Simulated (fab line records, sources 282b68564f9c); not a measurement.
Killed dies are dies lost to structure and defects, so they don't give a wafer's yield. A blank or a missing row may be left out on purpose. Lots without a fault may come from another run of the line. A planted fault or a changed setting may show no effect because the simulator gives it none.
Which tool did it? | flow rit_cmos | 6 lots, 18 wafers sampled, at 2 steps of a route of 202

WHAT THE GAUGES READ, wafer by wafer
RIT_SDANNEAL_RS_MEAS_04: measures by four-point-probe.
lot  | measured    | on            | PSD_RS (ohm/sq)
L877 | day 3 07:20 | film_metro-03 | 115.45 115.33 115.56
L879 | day 3 18:05 | film_metro-01 | 115.69 115.61 115.64
L881 | day 4 08:57 | film_metro-01 | 115.38 115.47 115.64
L883 | day 4 17:14 | film_metro-02 | 115.58 115.56 115.51
L890 | day 6 02:13 | film_metro-02 | 115.76 115.80 115.83
L894 | day 6 20:51 | film_metro-01 | 115.44 115.58 115.88

WHICH TOOL RAN EACH LOT (tool, then ch and the chambers of the sampled wafers, then the start)
lot  | RIT_SDANNEAL_RTA_03
L877 | rtp_anneal-01 ch 0, day 3 07:16
L879 | rtp_anneal-01 ch 0, day 3 18:01
L881 | rtp_anneal-01 ch 0, day 4 08:50
L883 | rtp_anneal-01 ch 0, day 4 17:07
L890 | rtp_anneal-02 ch 0, day 6 02:10
L894 | rtp_anneal-02 ch 0, day 6 20:47
- RIT_SDANNEAL_RTA_03: time 5 s.

THE ANSWER, worked out from the rows above alone
Rule: what is usual is taken from the lots themselves. Put in order of their means at a reading, lots are off if they are a third of the lots or fewer, leave a main group of 4 or more, and stand apart from it by a gap of 3 or more times the standard deviation of the main group's means; of several such gaps the widest counts. A main group whose means are all the same, to the digits that the tables above print for the reading, isn't used. A lot without any number at a reading at which 4 lots or more have one is off too. The other lots that the step has rows for count as sound.
No lot is off at any reading shown: from this, nothing can be told.

WHAT THE SIMULATOR HAD PUT IN
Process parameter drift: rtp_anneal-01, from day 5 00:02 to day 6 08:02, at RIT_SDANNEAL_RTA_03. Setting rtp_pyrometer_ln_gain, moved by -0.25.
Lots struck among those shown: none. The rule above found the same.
